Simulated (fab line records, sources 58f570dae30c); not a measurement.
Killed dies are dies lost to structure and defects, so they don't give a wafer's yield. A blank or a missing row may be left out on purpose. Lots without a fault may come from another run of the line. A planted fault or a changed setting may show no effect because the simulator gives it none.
Split-lot experiment | flow berkeley_cmos170 | 5 lots, 23 wafers read, on a route of 331 steps

THE SPLIT
At UCB170_NSD_IMPLANT_08, the setting dose_cm2 was moved away from the recipe's 3e+15 on 11 of the 23 wafers read, by -7.2% to +6.6%. The other wafers ran this setting at the recipe's value.

FROM THE SPLIT TO THE READING: what the file shows between them, 3 steps
- UCB170_NSD_STRIP_09: strips in O2
- UCB170_SDANNEAL_RTA_00: time 10 s (also split here: time_s)
- UCB170_SDANNEAL_RTA_01: time 5 s

THE READING
NSD_RS, in ohm/sq, at UCB170_SDANNEAL_RS_MEAS_03 (measures by four-point-probe). Fault-free wafers of this fab line usually give 37.23 ohm/sq, standard deviation 0.075 ohm/sq.

wafer  | tool, chamber at the split | dose_cm2 as run | against the recipe | NSD_RS, ohm/sq | against lot-mates on the recipe
L074.1 | implanter-04, 0            | 3e+15           | recipe             | 37.34          | -
L074.2 | implanter-04, 0            | 2.783e+15       | -7.2%              | 38.66          | +1.36
L074.3 | implanter-04, 0            | 3e+15           | recipe             | 37.25          | -
L074.4 | implanter-04, 0            | 2.783e+15       | -7.2%              | 38.65          | +1.35
L074.6 | implanter-04, 0            | 2.783e+15       | -7.2%              | 38.63          | +1.34
L077.1 | implanter-03, 0            | 3.199e+15       | +6.6%              | 36.21          | -0.89
L077.2 | implanter-03, 0            | 3.199e+15       | +6.6%              | 36.05          | -1.05
L077.3 | implanter-03, 0            | 3e+15           | recipe             | 37.06          | -
L077.4 | implanter-03, 0            | 3e+15           | recipe             | 37.14          | -
L077.6 | implanter-03, 0            | 3.199e+15       | +6.6%              | 36.20          | -0.90
L080.2 | implanter-01, 0            | 3e+15           | recipe             | 37.17          | -
L080.3 | implanter-01, 0            | 3e+15           | recipe             | 37.25          | -
L080.6 | implanter-01, 0            | 3e+15           | recipe             | 37.16          | -
L084.1 | implanter-04, 0            | 3.092e+15       | +3.1%              | 36.79          | -0.42
L084.2 | implanter-04, 0            | 3e+15           | recipe             | 37.21          | -
L084.3 | implanter-04, 0            | 3e+15           | recipe             | 37.17          | -
L084.4 | implanter-04, 0            | 3.092e+15       | +3.1%              | 36.71          | -0.50
L084.6 | implanter-04, 0            | 3e+15           | recipe             | 37.25          | -
L085.1 | implanter-04, 0            | 3.19e+15        | +6.3%              | 36.17          | -1.03
L085.2 | implanter-04, 0            | 3.19e+15        | +6.3%              | 36.20          | -1.00
L085.3 | implanter-04, 0            | 3.19e+15        | +6.3%              | 36.09          | -1.11
L085.4 | implanter-04, 0            | 3e+15           | recipe             | 37.23          | -
L085.5 | implanter-04, 0            | 3e+15           | recipe             | 37.17          | -

THE FIT
A straight line over all 23 wafers: NSD_RS changes by -0.178 ohm/sq for each +1% of dose_cm2; r = -0.99; the points scatter about the line by 0.091 ohm/sq.
The same after taking each lot's own level away (the mean of its wafers on the recipe; 23 wafers): -0.168 ohm/sq for each +1%; r = -0.99; scatter 0.082 ohm/sq.
On that fit, the largest move of dose_cm2 shifts the reading by 1.2 ohm/sq.
The lots' own levels span 37.100 to 37.295 ohm/sq, that is 2.6 times the standard deviation above.
So the lot-to-lot level changes the slope little: the two slopes agree.
Check: with one of the wafers moved furthest among these (-7.2%) left out of the fit, the line predicts +1.24 ohm/sq for it against its lot-mates. It came out at +1.36 ohm/sq against them.

OTHER SPLITS ON THESE WAFERS
These wafers also went through other splits before the reading. Each is held against what the fit with the lots' levels taken away leaves over:
other split on the same wafers    | wafers away from the commonest value | r with NSD_RS (lot level and that fit taken away)
UCB170_NLDD_IMPLANT_09 energy_kev | 8                                    | +0.07
UCB170_PSD_EXPOSE_03 dose_mj      | 9                                    | -0.15
UCB170_SDANNEAL_RTA_00 time_s     | 5                                    | -0.20

THE WHOLE CHAIN: every reading that the file lists as answering this split, in the file's order
step                       | what it does                 | reading                  | change (the file's fit)              | r (the file's)
UCB170_NSD_STRIP_09        | strips in O2                 | strip_time_to_endpoint_s | withheld for each +1% of the setting | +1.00
UCB170_SDANNEAL_RS_MEAS_03 | measures by four-point-probe | NSD_RS                   | -0.165 for each +1% of the setting   | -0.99

THE FILE'S OWN FIT
NSD_RS changes by -0.165 ohm/sq for each +1% of dose_cm2, r = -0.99.
